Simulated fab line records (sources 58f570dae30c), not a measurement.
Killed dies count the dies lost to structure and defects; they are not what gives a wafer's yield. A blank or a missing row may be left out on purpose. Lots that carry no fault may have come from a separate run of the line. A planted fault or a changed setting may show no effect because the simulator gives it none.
What tool caused it? -- flow berkeley_cmos170 -- 14 lots, 42 wafers sampled, at 5 steps of a route of 331

WHAT THE GAUGES SHOWED, per wafer
UCB170_NVT_TW_MEAS_09. Usual: for NVT_TW the level is 524 and the standard deviation is 5.6.
lot,measured,on,NVT_TW,flag
L858,day 6 00:06,film_metro-01,525 519 521,
L859,day 6 15:10,film_metro-02,518 518 519,
L860,day 7 03:12,film_metro-02,518 518 518,
L862,day 7 03:28,film_metro-01,524 525 524,
L864,day 8 01:04,film_metro-01,521 520 519,
L865,day 8 01:18,film_metro-01,522 525 520,
L868,day 8 07:50,film_metro-02,517 516 517,
L869,day 8 22:31,film_metro-03,529 532 531,
L871,day 9 12:10,film_metro-02,517 518 517,
L875,day 10 02:46,film_metro-03,530 530 531,
L877,day 10 15:49,film_metro-01,524 525 525,
L878,day 10 16:02,film_metro-03,530 528 529,
L880,day 10 16:06,film_metro-02,518 518 522,
L879,day 10 16:14,film_metro-02,520 519 516,

UCB170_PVT_TW_MEAS_09. Usual: for PVT_TW the level is 507 and the standard deviation is 3.6.
lot,measured,on,PVT_TW,flag
L858,day 6 02:29,film_metro-04,506 506 507,
L859,day 6 17:20,film_metro-01,505 506 506,
L860,day 7 07:02,film_metro-04,509 510 508,
L862,day 7 06:58,film_metro-01,507 506 506,
L864,day 8 03:01,film_metro-01,503 505 504,
L865,day 8 03:18,film_metro-03,513 513 513,
L868,day 8 11:19,film_metro-01,507 505 505,
L869,day 9 03:13,film_metro-03,514 514 514,
L871,day 9 14:22,film_metro-01,506 504 504,
L875,day 10 05:04,film_metro-04,505 505 507,
L877,day 10 18:15,film_metro-03,513 512 512,
L878,day 10 18:58,film_metro-04,507 505 506,
L880,day 10 18:58,film_metro-03,512 514 512,
L879,day 10 19:15,film_metro-03,512 512 509,

UCB170_GATE_CD_MEAS_12: the cd target is 350 nm. Usual: cd_nm 350.1 nm, standard deviation 1.2.
lot,measured,on,cd_nm (nm),flag
L858,day 6 14:44,cd_sem-02,352.0 351.3 351.2,
L859,day 7 14:52,cd_sem-02,350.7 350.4 350.4,
L860,day 7 19:38,cd_sem-01,350.1 349.4 348.9,
L862,day 7 20:00,cd_sem-01,349.0 348.3 349.0,
L864,day 8 18:26,cd_sem-02,351.1 351.3 350.1,
L865,day 8 18:43,cd_sem-02,349.8 350.2 349.7,
L868,day 9 01:20,cd_sem-02,348.0 351.0 350.2,
L869,day 9 18:19,cd_sem-01,349.3 349.9 350.1,
L871,day 10 04:56,cd_sem-01,356.0 354.9 356.7,OFF
L875,day 10 21:09,cd_sem-01,353.9 354.0 356.0,OFF
L877,day 11 08:25,cd_sem-01,351.0 351.2 351.6,
L878,day 11 08:06,cd_sem-02,350.7 348.1 350.5,
L880,day 11 07:49,cd_sem-02,349.7 349.7 349.9,
L879,day 11 07:54,cd_sem-01,348.6 349.4 348.5,

UCB170_PLDD_CD_MEAS_06: the cd target is 1200 nm. Usual: cd_nm 1199.9 nm, standard deviation 1.4.
lot,measured,on,cd_nm (nm),flag
L858,day 6 17:02,cd_sem-02,1200.5 1200.6 1200.6,
L859,day 7 16:31,cd_sem-01,1199.0 1198.8 1197.7,
L860,day 7 21:37,cd_sem-02,1198.4 1198.2 1199.2,
L862,day 7 22:03,cd_sem-01,1201.3 1201.4 1200.5,
L864,day 8 20:16,cd_sem-01,1199.9 1199.4 1198.6,
L865,day 8 20:32,cd_sem-02,1199.0 1199.7 1200.4,
L868,day 9 03:22,cd_sem-02,1198.9 1197.8 1197.3,
L869,day 9 19:49,cd_sem-01,1200.1 1202.0 1199.9,
L871,day 10 06:50,cd_sem-02,1200.2 1201.2 1200.3,
L875,day 10 22:58,cd_sem-01,1201.4 1200.2 1201.1,
L877,day 11 10:22,cd_sem-01,1200.7 1201.8 1201.2,
L878,day 11 10:18,cd_sem-02,1201.1 1200.0 1200.0,
L880,day 11 09:35,cd_sem-01,1201.8 1201.9 1201.8,
L879,day 11 09:47,cd_sem-02,1196.4 1197.1 1197.3,

TOOL THAT RAN EACH LOT (tool first, then ch and the chambers of the sampled wafers, then the start)
lot,UCB170_GATE_PEB_10
L858,"litho_track-01 ch 0, day 6 14:28"
L859,"litho_track-03 ch 0, day 7 14:35"
L860,"litho_track-01 ch 0, day 7 19:22"
L862,"litho_track-03 ch 0, day 7 19:40"
L864,"litho_track-03 ch 0, day 8 18:10"
L865,"litho_track-03 ch 0, day 8 18:26"
L868,"litho_track-01 ch 0, day 9 01:04"
L869,"litho_track-01 ch 0, day 9 18:03"
L871,"litho_track-01 ch 0, day 10 04:40"
L875,"litho_track-01 ch 0, day 10 20:53"
L877,"litho_track-02 ch 0, day 11 08:09"
L878,"litho_track-02 ch 0, day 11 07:50"
L880,"litho_track-02 ch 0, day 11 07:32"
L879,"litho_track-03 ch 0, day 11 07:38"
- UCB170_GATE_PEB_10

AS READ BY THE TOOLS THEMSELVES (means over the sampled wafers that have a number; for cases with no such wafer, the mark the record gives instead)
UCB170_GATE_PEB_10. Usual: heater_power_total_W 56.81 W, standard deviation 0.043; resist_line_temp_C 23.01 C, standard deviation 0.11.
lot,tool,heater_power_total_W (W),resist_line_temp_C (C),flag
L858,litho_track-01,56.80,23.16,
L859,litho_track-03,56.84,23.02,
L860,litho_track-01,56.79,22.96,
L862,litho_track-03,56.84,22.84,
L864,litho_track-03,56.82,22.98,
L865,litho_track-03,56.82,23.02,
L868,litho_track-01,56.81,22.97,
L869,litho_track-01,56.76,23.03,
L871,litho_track-01,58.52,23.07,OFF
L875,litho_track-01,58.53,22.87,OFF
L877,litho_track-02,56.81,22.89,
L878,litho_track-02,56.78,23.02,
L880,litho_track-02,56.77,23.15,
L879,litho_track-03,56.80,23.13,

THE ANSWER, worked out from the rows above alone
Rule: a lot is off if the mean of its wafers that have a number lies more than 3 standard deviations from the usual mean. Also off: a lot with no number at a reading for which 4 or more lots have one. The other lots that the step has rows for count as sound. The gauges are gone through in route order, then the tools' own readings, and for those a lot's mean is taken as printed above. The first step at which some lot is off is used, and at that step the reading that is off furthest; a lot without a number counts as furthest.
Off, at UCB170_GATE_CD_MEAS_12 on cd_nm: L871, L875.
If a tool, at a process step before that reading, ran all the lots that are off and no sound lot after the first of them, it fits. Not tried: the gauges at UCB170_GATE_CD_MEAS_12; whatever is off there is also off at UCB170_GATE_PEB_10, on other tools, and gauge error can't account for it. One fits: UCB170_GATE_PEB_10 on litho_track-01. Its last sound lot is L869 (day 9 18:03), its first lot that is off L871 (day 10 04:40): a fault that began between those two fits.
On the lots that are off, the tool's own readings at UCB170_GATE_PEB_10 differ by more than 5 times the standard deviation of the sound lots' means, which bears it out; heater_power_total_W reads 58.53 W there versus 56.80 W on the sound lots.

WHAT THE SIMULATOR PUT IN
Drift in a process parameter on litho_track-01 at UCB170_GATE_PEB_10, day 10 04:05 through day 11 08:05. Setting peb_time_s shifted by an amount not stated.
Shown lots that were struck: L871, L875. The rule above found the same.
